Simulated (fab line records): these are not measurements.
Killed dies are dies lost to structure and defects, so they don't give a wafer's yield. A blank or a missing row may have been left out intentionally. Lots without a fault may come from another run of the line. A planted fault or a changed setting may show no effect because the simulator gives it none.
A single fault, viewed from 2 desks + flow rit cmos + what lay behind the numbers comes last; until then each desk has only its own

== FROM THE METROLOGY DESK ==
Lot by lot, what the gauges showed, no matter which tool ran the lot: averages of those sampled wafers that carry a number. The brackets show how far a lot's mean lies from the usual mean; more than 4 standard deviations puts the lot out of limits, marked OUT.
Columns: A = ACTIVE_OXIDE_THK at RIT_ACTIVE_THK_MEAS_02, usual 46.6 nm; B = cd nm at RIT_GATE_CD_MEAS_90, usual 149.1 nm
| lot  | first seen here | A    | B     |
|------|-----------------|------|-------|
| L894 | day 1 12:39     | 47.2 | 146.5 |
| L897 | day 2 03:04     | 46.5 | 150.3 |
| L898 | day 2 08:50     | 46.7 | 146.8 |
| L899 | day 2 13:24     | 46.8 | 151.0 |
| L900 | day 2 20:49     | 47.1 | 152.4 |
| L901 | day 2 23:52     | 47.0 | 147.6 |
| L902 | day 3 04:11     | 46.2 | 144.2 |
| L904 | day 3 14:04     | 45.1 | 147.7 |
| L906 | day 4 00:03     | 45.1 | 148.0 |
| L907 | day 4 07:47     | 46.2 | 149.3 |
| L914 | day 5 18:16     | 46.6 | 150.8 |
| L915 | day 6 01:33     | 46.8 | 153.0 |
| L916 | day 6 12:16     | 46.6 | 147.6 |
| L917 | day 6 12:16     | 46.9 | 148.2 |
This desk found nothing out of limits on any of the 14 lots.

== FOR THE TOOL OWNER'S DESK: litho track-04 ==
Per lot that ran on this tool, the mean of the sampled wafers carrying a number, from the tool's own readings at RIT_M1_SOFTBAKE_05 (time 60 s). The brackets show how far a lot's mean lies from the usual mean; more than 4 standard deviations puts the lot out of limits, marked OUT.
Columns: A = heater power total W at RIT_M1_SOFTBAKE_05, usual 34.55 W; B = plate temp C at RIT_M1_SOFTBAKE_05, usual 90.01 C; C = resist line temp C at RIT_M1_SOFTBAKE_05, usual 23.01 C
| lot  | first seen here | A               | B               | C     |
|------|-----------------|-----------------|-----------------|-------|
| L894 | day 3 08:19     | 34.55           | 89.87           | 22.95 |
| L898 | day 4 07:07     | 34.59           | 90.08           | 22.96 |
| L902 | day 5 05:01     | 34.58           | 89.99           | 22.99 |
| L904 | day 5 12:16     | 34.57           | 90.12           | 22.80 |
| L906 | day 6 05:14     | 35.51 (+18) OUT | 91.83 (+14) OUT | 22.94 |
| L907 | day 6 12:40     | 35.56 (+18) OUT | 92.07 (+16) OUT | 23.08 |
| L916 | day 8 23:10     | 34.50           | 90.12           | 23.17 |
This desk's finding: out of limits on L906, L907; first on L906, day 6 05:14 (heater power total W at RIT_M1_SOFTBAKE_05). Within limits: L894, L898, L902, L904, L916.

== TAKEN TOGETHER ==
On L906, L907, at day 6 05:14, an alarm was possible from the tool owner's desk.
Nothing out of limits was seen by the metrology desk.
The metrology desk holds a record of L906, L907, inside its limits.
Of the lots named, all ran RIT_M1_SOFTBAKE_05 on litho track-04.

== WHAT WAS PUT IN BY THE SIMULATOR ==
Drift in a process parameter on litho track-04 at RIT_M1_SOFTBAKE_05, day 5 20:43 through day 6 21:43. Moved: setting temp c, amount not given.
Struck lots among those shown: L906, L907.
Time in hours from fault onset to the first out-of-limits reading at each desk: the tool owner's desk, 9.
